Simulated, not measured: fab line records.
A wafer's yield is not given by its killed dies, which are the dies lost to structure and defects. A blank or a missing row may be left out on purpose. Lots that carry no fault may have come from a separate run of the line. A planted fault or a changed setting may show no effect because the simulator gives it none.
Problem report, 8D (eight disciplines) form, completed by code :: flow berkeley cmos170 :: the parts of the form that need people (team, actions taken, sign-off) are left out

== 1. WHAT WENT WRONG ==
V2_TEOS_THK at UCB170_V2_THK_MEAS_01 reads a mean of 2722 nm on 6 wafers of 2 lots; wafers without a fault read 2004 nm with a standard deviation of 26. That is +28 standard deviations from the usual mean.
First observed at day 10 07:43: wafer L950.1, on film metro-02. At this step, 42 wafers from 14 lots have a number in the record. Rule for "out" (also "out of limits"): further than 4 standard deviations from the usual mean. The rest of the wafers with a number are treated as sound.

== 2. WHAT IT IS, WHAT IT ISN'T ==
question: which readings at this step
is: V2_TEOS_THK
is not: -

question: which lots
is: L950, L951
is not: L942, L943, L944, L945, L948, L949, L958, L959, L960, L962, L963, L964

question: which wafers of those lots
is: all that have a number
is not: -

question: read on which gauges
is: film metro-02, film metro-04
is not: film metro-01

question: when
is: from day 10 07:43
is not: up to then (18 sound wafers); but 18 sound wafers of L958, L959, L960, L962, L963, L964 came after

== 3. THE SUSPECTS, EACH WITH WHAT RULES IT OUT ==
Counting: a tool stays on the suspect list if, at a process step up to the reading, it processed all lots that are out and no sound lot following the first of them.
- ruled out: the gauge at UCB170_V2_THK_MEAS_01. Those wafers that are out were read across 2 gauges (film metro-02, film metro-04).
- pecvd-01 at UCB170_V1_CVD_00 (deposits SiO2 from TEOS/O2, target thk 2000 nm, time 250 s): ruled out as a lasting fault. The sound lots L960, L962 went through it after L950, its earliest lot that is out (day 9 23:20).
- pecvd-04 at UCB170_V2_CVD_00 (deposits SiO2 from TEOS/O2, target thk 2000 nm, time 250 s): ruled out as a lasting fault. The sound lots L964 went through it after L950, its earliest lot that is out (day 10 07:34).
Left after counting: nothing in the record.

== 4. THE CAUSE (what the simulator had put in) ==
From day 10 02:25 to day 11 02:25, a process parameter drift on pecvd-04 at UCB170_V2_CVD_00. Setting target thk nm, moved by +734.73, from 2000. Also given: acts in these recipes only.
It was ruled out by counting, in error; the rule expects a fault to strike all lots run on its tool from its start on, and this fault did not.

== 5. THE EFFECT CHAIN, in route order ==
One row per reading whose mean, taken over the struck wafers that have a number, lies over 3 standard deviations from the usual. Only readings whose record carries a usual standard deviation are examined. hours: median over the lots of the time between each lot's start at the first step of this table that gives one and its start at this step. sigmas: the change, counted in usual standard deviations.
hours: 0
step: UCB170_V2_THK_MEAS_01
reading: V2_TEOS_THK
usual: 2004 nm
on struck wafers: 2722
change: +718
sigmas: +28

== 6. WHAT WOULD HAVE CAUGHT IT SOONER ==
Counted from the fault's start at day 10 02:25, it took 5 hours until the first out-of-limits reading at a measuring or inspecting step in this record, taken at day 10 07:43.
Of the tool readings at UCB170_V2_CVD_00 for which the record gives a usual standard deviation, none was out on any struck wafer, so an alarm limit of 4 standard deviations on them would not have fired.
